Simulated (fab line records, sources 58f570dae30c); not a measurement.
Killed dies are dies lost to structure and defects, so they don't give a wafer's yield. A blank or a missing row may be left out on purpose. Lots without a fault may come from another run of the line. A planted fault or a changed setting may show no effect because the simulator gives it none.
Problem report in the 8D (eight disciplines) form, filled by code | flow berkeley_cmos170 | the parts of the form that need people (team, actions taken, sign-off) are left out

1. THE PROBLEM
M3_AL_RS at UCB170_M3_RS_MEAS_02 reads a mean of 0.03907 ohm/sq on 2 wafers of 2 lots; wafers without a fault read 0.03227 ohm/sq with a standard deviation of 0.0003. That is +23 standard deviations from the usual mean.
The step: measures by four-point-probe.
First seen on wafer L226.1, day 9 20:40, on film_metro-04. The record holds 42 wafers of 14 lots with a number at this step. Rule for "out", or "out of limits": more than 4 standard deviations from the usual mean. The other wafers with a number count as sound.

2. WHAT IT IS AND WHAT IT IS NOT
question                    | is               | is not
which readings at this step | M3_AL_RS         | -
which lots                  | L226, L230       | L217, L218, L219, L220, L221, L222, L223, L225, L232, L233, L234, L235
which wafers of those lots  | L226.1, L230.1   | L226.5, L226.6, L230.4, L230.5
read on which gauges        | film_metro-04    | film_metro-01, film_metro-02
when                        | from day 9 20:40 | up to then (23 sound wafers); but 17 sound wafers of L225, L230, L232, L233, L234, L235 came after

3. SUSPECTS, AND WHAT RULES EACH OUT
Counting: a tool at a process step up to the reading stays a suspect if it ran every lot that is out. Sound lots after the first of them don't rule it out here, since some wafers of a struck lot are sound.
- the gauge at UCB170_M3_RS_MEAS_02: ruled out. All the wafers that are out were read on film_metro-04, but those of them that UCB170_M3_METAL_ETCH_18 has rows for are out there too, on other tools.
- pvd_sputter-02 at UCB170_M3_SPUTTER_01 (material Al, target thk 900 nm, time 120 s): kept. It ran every lot that is out, first L226 (day 9 20:35); its last sound lot up to then is L222 (day 9 02:11).
Left after counting: pvd_sputter-02 at UCB170_M3_SPUTTER_01.

4. THE CAUSE (what the simulator had put in)
Process parameter drift: pvd_sputter-02, from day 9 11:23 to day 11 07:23, at UCB170_M3_SPUTTER_01. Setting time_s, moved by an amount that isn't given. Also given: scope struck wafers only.
Counting left only this tool.

5. THE CHAIN OF EFFECTS, in route order
Each row: a reading whose mean over the struck wafers that have a number lies more than 3 standard deviations from the usual. Only readings for which the record gives a usual standard deviation are gone through. hours: the time from each lot's start at the first step in this table that gives one to its start at this step, as a median over the lots. sigmas: the change in usual standard deviations.
hours | step                    | reading        | usual          | on struck wafers | change   | sigmas
0     | UCB170_M3_RS_MEAS_02    | M3_AL_RS       | 0.03227 ohm/sq | 0.03907          | +0.00680 | +23
0     | UCB170_M3_THK_MEAS_03   | M3_AL_THK      | 896 nm         | 744              | -152     | -14
4     | UCB170_M3_METAL_ETCH_18 | oes_product_au | 0.850 a.u.     | 0.766            | -0.084   | -5.6
The process steps in it:
- UCB170_M3_METAL_ETCH_18: etches Al in Cl2/BCl3, stops on SiO2, target depth 1170 nm, time 195 s.
Later measuring or inspecting steps at which every struck wafer that the step has a row for has a number for every such reading, and none has moved that far: UCB170_M3_OVL_MEAS_16.

6. WHAT WOULD HAVE CAUGHT IT SOONER
In this record the first reading out of limits at a measuring or inspecting step was taken at day 9 20:40, 9 hours after the fault began at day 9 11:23.
Of the tool readings at UCB170_M3_SPUTTER_01 for which the record gives a usual standard deviation, none was out on any struck wafer, so an alarm limit of 4 standard deviations on them would not have fired.
Of the lots that are out (2), L230 began UCB170_M3_SPUTTER_01 on pvd_sputter-02 after day 9 20:40. A hold on the tool at that time would have spared it.
